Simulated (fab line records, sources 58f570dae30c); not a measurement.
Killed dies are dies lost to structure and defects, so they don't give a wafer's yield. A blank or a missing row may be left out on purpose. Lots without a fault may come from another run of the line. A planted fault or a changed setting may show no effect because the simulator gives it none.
Which tool did it? | flow berkeley_cmos170 | 13 lots, 39 wafers sampled, at 5 steps of a route of 331

WHAT THE GAUGES READ, wafer by wafer
UCB170_START_THK_MEAS_03. Usual: START_OXIDE_THK 19.9 nm, standard deviation 0.46.
lot  | measured    | on            | START_OXIDE_THK (nm) | flag
L912 | day 1 14:40 | film_metro-04 | 20.5 20.3 20.4       |
L913 | day 1 20:14 | film_metro-04 | 19.5 19.6 19.5       |
L914 | day 2 00:29 | film_metro-04 | 20.0 20.1 20.6       |
L915 | day 2 05:27 | film_metro-04 | 20.2 19.9 20.1       |
L917 | day 2 13:50 | film_metro-03 | 20.5 20.4 20.5       |
L919 | day 3 02:08 | film_metro-04 | 19.3 19.5 19.0       |
L920 | day 3 06:13 | film_metro-04 | 19.9 19.8 19.9       |
L922 | day 3 15:19 | film_metro-03 | 20.6 20.5 20.9       |
L923 | day 3 22:01 | film_metro-03 | 19.4 19.9 19.9       |
L924 | day 4 03:20 | film_metro-04 | 20.2 20.0 19.8       |
L932 | day 5 17:46 | film_metro-02 | 19.5 19.6 19.6       |
L934 | day 6 02:34 | film_metro-03 | 19.6 19.6 19.5       |
L935 | day 6 09:26 | film_metro-04 | 19.8 20.2 19.8       |

UCB170_WELLDRIVE_THK_MEAS_02. Usual: WELLDRIVE_OXIDE_THK 198.4 nm, standard deviation 2.7.
lot  | measured    | on            | WELLDRIVE_OXIDE_THK (nm) | flag
L912 | day 3 16:58 | film_metro-01 | 197.1 196.1 197.5        |
L913 | day 3 16:58 | film_metro-03 | 196.4 197.2 195.7        |
L914 | day 3 22:31 | film_metro-02 | 200.0 199.1 201.9        |
L915 | day 3 22:31 | film_metro-01 | 198.1 198.1 198.4        |
L917 | day 4 10:01 | film_metro-02 | 197.9 195.8 193.4        |
L919 | day 5 02:43 | film_metro-01 | 195.4 199.0 195.3        |
L920 | day 5 02:43 | film_metro-03 | 200.4 198.6 202.4        |
L922 | day 5 09:01 | film_metro-02 | 192.8 195.2 195.8        |
L923 | day 5 09:05 | film_metro-01 | 192.4 194.3 193.3        |
L924 | day 5 22:31 | film_metro-03 | 196.2 194.1 197.0        |
L932 | day 7 10:47 | film_metro-02 | 175.0 174.5 171.7        | OFF
L934 | day 7 20:49 | film_metro-03 | 199.6 198.8 196.6        |
L935 | day 8 09:44 | film_metro-01 | 202.4 201.1 204.7        |

UCB170_SPACER_THK_MEAS_01. Usual: SPACER_TEOS_THK 374 nm, standard deviation 5.1.
lot  | measured     | on            | SPACER_TEOS_THK (nm) | flag
L912 | day 6 06:14  | film_metro-04 | 369 372 379          |
L913 | day 6 04:59  | film_metro-02 | 372 377 381          |
L914 | day 6 06:02  | film_metro-01 | 370 370 374          |
L915 | day 6 06:29  | film_metro-01 | 371 364 377          |
L917 | day 7 02:59  | film_metro-01 | 371 382 381          |
L919 | day 7 11:52  | film_metro-02 | 378 371 376          |
L920 | day 7 11:41  | film_metro-01 | 368 372 370          |
L922 | day 7 22:16  | film_metro-02 | 369 378 379          |
L923 | day 7 21:35  | film_metro-01 | 372 375 375          |
L924 | day 8 07:46  | film_metro-04 | 369 376 372          |
L932 | day 10 10:04 | film_metro-02 | 376 375 382          |
L934 | day 10 18:21 | film_metro-01 | 374 371 378          |
L935 | day 11 04:32 | film_metro-01 | 372 367 377          |

UCB170_CONTACT_OVL_MEAS_16. Usual: CONTACT_OVL 3 nm, standard deviation 5.9.
lot  | measured     | on         | CONTACT_OVL (nm) | flag
L912 | day 6 23:17  | overlay-01 | -1 3 1           |
L913 | day 6 22:59  | overlay-01 | -8 -4 3          |
L914 | day 6 19:16  | overlay-02 | -3 1 12          |
L915 | day 6 22:43  | overlay-02 | 10 12 12         |
L917 | day 7 19:56  | overlay-02 | 0 -10 3          |
L919 | day 8 02:19  | overlay-01 | 0 -2 -4          |
L920 | day 8 01:38  | overlay-02 | -9 -7 10         |
L922 | day 8 18:41  | overlay-01 | -1 -6 -2         |
L923 | day 8 18:29  | overlay-02 | 9 12 1           |
L924 | day 8 23:05  | overlay-02 | 0 4 -2           |
L932 | day 11 03:42 | overlay-01 | 2 3 -3           |
L934 | day 11 08:58 | overlay-01 | 10 -1 -1         |
L935 | day 11 18:28 | overlay-01 | 10 8 9           |

WHICH TOOL RAN EACH LOT (tool, then ch and the chambers of the sampled wafers, then the start)
lot  | UCB170_WELLDRIVE_OXIDATION_01
L912 | furnace-01 ch 0, day 3 13:28
L913 | furnace-01 ch 0, day 3 13:28
L914 | furnace-04 ch 0, day 3 19:01
L915 | furnace-04 ch 0, day 3 19:01
L917 | furnace-01 ch 0, day 4 06:29
L919 | furnace-03 ch 0, day 4 23:12
L920 | furnace-03 ch 0, day 4 23:12
L922 | furnace-04 ch 0, day 5 05:31
L923 | furnace-04 ch 0, day 5 05:31
L924 | furnace-04 ch 0, day 5 19:01
L932 | furnace-03 ch 0, day 7 07:17
L934 | furnace-04 ch 0, day 7 17:19
L935 | furnace-04 ch 0, day 8 06:14
- UCB170_WELLDRIVE_OXIDATION_01: target thk 199 nm, ox time 9000 s.

WHAT THE TOOLS THEMSELVES READ (means of the sampled wafers that have a number; where no wafer has one, the mark that the record gives instead)
UCB170_WELLDRIVE_OXIDATION_01. Usual: spike_tc_source_C 1125 C, standard deviation 4.5; zone_power_source_pct 38 %, standard deviation 3.3.
lot  | tool       | spike_tc_source_C (C) | zone_power_source_pct (%) | flag
L912 | furnace-01 | 1129                  | 33                        |
L913 | furnace-01 | 1129                  | 33                        |
L914 | furnace-04 | 1127                  | 37                        |
L915 | furnace-04 | 1128                  | 37                        |
L917 | furnace-01 | 1130                  | 33                        |
L919 | furnace-03 | 1119                  | 42                        |
L920 | furnace-03 | 1118                  | 42                        |
L922 | furnace-04 | 1126                  | 37                        |
L923 | furnace-04 | 1128                  | 37                        |
L924 | furnace-04 | 1128                  | 37                        |
L932 | furnace-03 | 1119                  | 42                        |
L934 | furnace-04 | 1127                  | 37                        |
L935 | furnace-04 | 1128                  | 37                        |

THE ANSWER, worked out from the rows above alone
Rule: a lot is off if the mean of its wafers that have a number lies more than 3 standard deviations from the usual mean. A lot without any number at a reading at which 4 lots or more have one is off too. The other lots that the step has rows for count as sound. The gauges are gone through in route order, then the tools' own readings, and for those a lot's mean is taken as printed above. The first step at which some lot is off is used, and at that step the reading that is off furthest; a lot without a number counts as furthest.
Off: L932, at UCB170_WELLDRIVE_THK_MEAS_02 (WELLDRIVE_OXIDE_THK).
A tool fits if, at a process step before that reading, it ran every lot that is off, and no sound lot after the first of them. The gauges at UCB170_WELLDRIVE_THK_MEAS_02 are tried like those tools. Can't be told from this: 2 tools fit, furnace-03 at UCB170_WELLDRIVE_OXIDATION_01, film_metro-02 at UCB170_WELLDRIVE_THK_MEAS_02.

WHAT THE SIMULATOR HAD PUT IN
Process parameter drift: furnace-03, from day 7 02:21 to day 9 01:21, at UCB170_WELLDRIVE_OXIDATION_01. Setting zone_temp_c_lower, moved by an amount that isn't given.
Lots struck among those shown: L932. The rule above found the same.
